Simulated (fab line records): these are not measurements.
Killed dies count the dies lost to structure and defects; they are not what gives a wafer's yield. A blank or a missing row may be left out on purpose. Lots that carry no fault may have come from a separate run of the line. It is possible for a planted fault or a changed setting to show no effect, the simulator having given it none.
A struck lot beside a sound one | flow rit-cmos | 17 steps out of a route of 202
Sound: wafers L790.4, L790.5, L790.6. Wafers L799.2, L799.3, L799.5 were the ones struck. The cause is named last.
Each step with rows lists, per side, the tool, then ch with its chambers, then its first start. Under that, the readings that differ: sound wafers | struck wafers | difference of the means | sigmas: that difference in standard deviations of wafers without a fault.
alike: readings with means less than 2 such deviations apart, plus words and numbers identical on both sides. not compared: withheld readings, readings lacking a value on some wafer, bounds such as >300 that could conceal the same value, and numbers that have no deviation in the record and whose values overlap.
A row with sigmas, a row that says differs or no value, or rows on one side alone: a step with any of these is where the two part. Numbers that don't overlap but have no deviation are shown without sigmas and don't part them. A reading missing from all wafers of one side parts the sides only when that side holds two or more wafers.

first, 2 steps without rows for these wafers: RIT_NRETRO_HARDBAKE_07 (time 120 s); RIT_NRETRO_IMPLANT_08.
RIT_NRETRO_STRIP_09: strips in O2, time 180 s.
  sound on plasma-asher-02 ch 0,1, day 2 23:50; struck on plasma-asher-03 ch 0, day 4 17:08
  alike: chamber-pressure-mTorr, drypump-motor-current-A, rf-refl-power-W
  not compared: rf-hours-counter-h
RIT_NRETRO_TW_MEAS_10:
  sound on film-metro-01, day 2 23:59; struck on film-metro-02, day 4 17:19
  alike: NRETRO_TW
then, 6 steps without rows for these wafers: RIT_PRETRO_HMDS_00 (prime time 60 s); RIT_PRETRO_COAT_01 (resist thk 1300 nm); RIT_PRETRO_SOFTBAKE_02 (time 60 s); RIT_PRETRO_EXPOSE_03 (exposes mask M5, target cd 43700 nm); RIT_PRETRO_PEB_04; RIT_PRETRO_DEVELOP_05 (develop time 68 s).
RIT_PRETRO_OVL_MEAS_06:
  sound on overlay-02, day 3 00:55; struck on overlay-02, day 4 18:24
  alike: PRETRO_OVL
then, 1 step without rows for these wafers: RIT_PRETRO_HARDBAKE_07 (time 120 s).
RIT_PRETRO_IMPLANT_08:
  sound on implanter-03 ch 0, day 3 01:16; struck on implanter-02 ch 0, day 4 18:42
  reading            | sound                           | struck                           | difference  | sigmas
  dose-ions-cm2      | 1.199e+13 1.1995e+13 1.2012e+13 | 2.1974e+13 2.1975e+13 2.1975e+13 | +9.9757e+12 | +99 or more
  faraday-current-uA | 39.3 38.3 37.5                  | 71.8 67.9 70.7                   | +31.8       | +42
  alike: tilt-deg
RIT_PRETRO_STRIP_09: strips in O2, time 180 s.
  sound on plasma-asher-03 ch 0,1, day 3 01:23; struck on plasma-asher-02 ch 0,1, day 4 18:50
  alike: chamber-pressure-mTorr, drypump-motor-current-A, rf-refl-power-W
  not compared: rf-hours-counter-h
RIT_PRETRO_TW_MEAS_10:
  sound on film-metro-04, day 3 01:32; struck on film-metro-04, day 4 19:01
  reading   | sound             | struck            | difference | sigmas
  PRETRO_TW | 483.6 482.4 485.0 | 584.8 587.0 586.9 | +102.6     | +38
then, 1 step without rows for these wafers: RIT_GATE_WET_ETCH_00 (etches SiO2 in BOE, target depth 56 nm, time 60 s).
RIT_M1_PROBE_99:
  sound on prober-02, day 4 05:35; struck on prober-01, day 5 22:35
  reading                             | sound             | struck            | difference | sigmas
  model.etest.nmos_0p3.r-on-ohm-um    | 2190 2161 2124    | 2504 2510 2486    | +342       |
  model.etest.nmos_0p15.r-on-ohm-um   | 1126 1138 1068    | 1311 1294 1278    | +184       |
  model.etest.nmos-turned.drive-ua-um | 338 345.7 357.4   | 219.3 221.3 219.3 | -127.1     |
  model.etest.nmos_0p15.drive-ua-um   | 464 472.5 494.1   | 372.8 373.2 372.1 | -104.2     |
  model.etest.nmos_0p3.drive-ua-um    | 224.3 225.2 225.3 | 175.1 173.6 173.1 | -51.0      |
  model.etest.nmos-narrow.drive-ua-um | 217.6 223.5 222.5 | 176.8 173 174.3   | -46.5      |
  model.etest.pwell-pinched.rs-ohm-sq | 467.2 464.9 459.8 | 450 455.5 445.6   | -14        |
  model.etest.ring.delay-ps           | 28.03 27.17 25.69 | 30.62 30.38 30.52 | +3.54      |
  alike: killed_at_M0_to_M3, killed-at-contacts, killed-at-front-end, killed-dies, killed-open, killed-short

== WHERE THEY PART ==
Last at RIT_PRETRO_TW_MEAS_10 as far as this record goes, first at RIT_PRETRO_IMPLANT_08. Later steps at which nothing parts them and some readings are alike: RIT_M1_PROBE_99.

WHY: whatever the simulator had introduced
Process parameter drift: implanter-02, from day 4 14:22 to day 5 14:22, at RIT_PRETRO_IMPLANT_08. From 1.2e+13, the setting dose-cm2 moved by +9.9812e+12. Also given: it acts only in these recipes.
